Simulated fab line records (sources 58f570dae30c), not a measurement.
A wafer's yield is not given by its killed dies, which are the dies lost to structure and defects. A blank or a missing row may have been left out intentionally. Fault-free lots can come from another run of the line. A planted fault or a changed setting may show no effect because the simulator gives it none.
A struck lot beside a sound one / flow berkeleyCmos170 / 27 out of 331 route steps
Sound: wafers L959.3, L959.4, L959.6. Wafers struck: L958.2, L958.4, L958.6. At the end, the cause is stated.
At each step with rows: each side's tool, then ch and its chambers, then its first start. Under that, the readings that differ: sound wafers / struck wafers / difference of the means / sigmas: that difference in standard deviations of wafers without a fault.
alike: words and numbers the same on both sides, and readings whose means are apart by under 2 such deviations; not compared: readings that were withheld, readings missing a value for some wafer, numbers with overlapping values and no deviation given by the record, and bounds like >300 which may hide the same value.
Wherever a step has rows on one side only, a row that says differs or no value, or a row with sigmas, the two part there. Numbers that don't overlap but have no deviation are shown without sigmas and don't part them. Lack of a reading on every wafer of one side parts them only where that side has two or more wafers.

first, 3 steps without rows for these wafers: UCB170_PVT_EXPOSE_03 (exposes mask NWELL, target cd 3000 nm); UCB170_PVT_PEB_04; UCB170_PVT_DEVELOP_05 (develop time 45 s).
UCB170_PVT_OVL_MEAS_06:
  sound on overlay-01 at day 10 12:57; struck on overlay-02 at day 10 12:56
  alike: PVT_OVL
then, 1 step without rows for these wafers: UCB170_PVT_IMPLANT_07.
UCB170_PVT_STRIP_08: strips in O2.
  sound on plasmaAsher-01 ch 0,1, day 10 13:10; struck on plasmaAsher-03 ch 0,1, day 10 13:07
  alike: drypumpMotorCurrentA, oesProductAu, stripTimeToEndpointS
  not compared: rfHoursCounterH
UCB170_PVT_TW_MEAS_09:
  sound on filmMetro-03 at day 10 13:14; struck on filmMetro-04 at day 10 13:14
  alike: PVT_TW
then, 1 step without rows for these wafers: UCB170_GATE_WET_ETCH_00 (etches SiO2 in dHF, time 200 s).
UCB170_FIELD_THK_MEAS_91:
  sound on filmMetro-01 at day 10 13:22; struck on filmMetro-04 at day 10 13:22
  alike: FIELD_OXIDE_LEFT_2_THK
then, 1 step without rows for these wafers: UCB170_GATE_OXIDATION_01 (target thk 6.6 nm, ox time 1841 s).
UCB170_GATE_THK_MEAS_02:
  sound on filmMetro-02 at day 10 19:09; struck on filmMetro-04 at day 10 19:11
  alike: GATE_OXIDE_THK
then, 1 step without rows for these wafers: UCB170_GATE_ANNEAL_03 (time 1800 s).
UCB170_GATE_CVD_04: deposits poly-Si from SiH4, time 1440 s, target thk 214 nm.
  sound on lpcvd-01 ch 0, day 11 00:34; struck on lpcvd-02 ch 0, day 11 02:31
UCB170_GATE_THK_MEAS_05:
  sound on filmMetro-03 at day 11 01:59; struck on filmMetro-02 at day 11 03:56
reading=GATE_POLY_THK (nm); sound=215.9 215.0 214.9; struck=429.3 427.4 426.8; difference=+212.6; sigmas=+99 or more
then, 6 steps without rows for these wafers: UCB170_GATE_COAT_06; UCB170_GATE_COAT_07 (resist thk 900 nm); UCB170_GATE_SOFTBAKE_08 (time 60 s); UCB170_GATE_EXPOSE_09 (exposes mask POLY, target cd 350 nm); UCB170_GATE_PEB_10; UCB170_GATE_DEVELOP_11 (develop time 45 s).
UCB170_GATE_CD_MEAS_12: the cd target is 350 nm.
  sound on cdSem-01 at day 11 04:01; struck on cdSem-01 at day 11 05:07
reading=cdNm (nm); sound=353.1 353.2 353.5; struck=349.1 349.7 348.9; difference=-4.0; sigmas=-3
UCB170_GATE_OVL_MEAS_13:
  sound on overlay-02 at day 11 04:07; struck on overlay-01 at day 11 05:14
  alike: GATE_OVL
UCB170_GATE_ETCH_14: etches BARC in N2/H2.
  sound on rieDiel-04 ch 1,2,3, day 11 04:08; struck on rieDiel-02 ch 0,2, day 11 05:16
  alike: biasW, drypumpMotorCurrentA, oesProductAu, throttleValvePct
UCB170_GATE_ETCH_15: etches poly-Si in HBr/Cl2, stops on SiO2, time 56.3 s, target depth 278.2 nm.
  sound on rieSi-02 ch 0,1,3, day 11 04:11; struck on rieSi-01 ch 0,1, day 11 05:18
reading=oesProductAu (a.u.); sound=0.835 0.813 0.838; struck=0.999 1.015 1.010; difference=+0.179; sigmas=+14
reading=model.etch.depthNm (nm); sound=216 215 215.1; struck=281 282.8 280.8; difference=+66; sigmas=
reading=model.GATE.featureDepthNm (nm); sound=216 215 215.1; struck=281 282.8 280.8; difference=+66; sigmas=
  alike: biasW, drypumpMotorCurrentA, throttleValvePct
  not compared: rfHoursCounterH
UCB170_GATE_STRIP_16: strips in O2.
  sound on plasmaAsher-04 ch 0,1, day 11 04:16; struck on plasmaAsher-03 ch 0,1, day 11 05:21
reading=model.poly-Si_of_GATE_CVD_04.thkNm (nm); sound=215.6 214.6 214.7; struck=428.7 427.1 426.6; difference=+212.5; sigmas=
  alike: drypumpMotorCurrentA, oesProductAu
  not compared: rfHoursCounterH
UCB170_GATE_CD_MEAS_90: the cd target is 350 nm.
  sound on cdSem-02 at day 11 04:29; struck on cdSem-02 at day 11 05:28
reading=cdNm (nm); sound=352.5 352.6 352.9; struck=349.1 349.4 348.8; difference=-3.6; sigmas=-2
-- the record jumps here: 6 days lie between the struck wafers' starts before and after (it left off in module GATE and takes up again in module M3, whose first step shown is number 331 of the route) --
UCB170_M3_PROBE_99:
  the record has rows for the struck wafers here (prober-01, day 17 03:35) and none for the sound ones

== WHERE THEY PART ==
First at UCB170_GATE_THK_MEAS_05; last, within this record, at UCB170_M3_PROBE_99.

WHY: the cause the simulator had injected
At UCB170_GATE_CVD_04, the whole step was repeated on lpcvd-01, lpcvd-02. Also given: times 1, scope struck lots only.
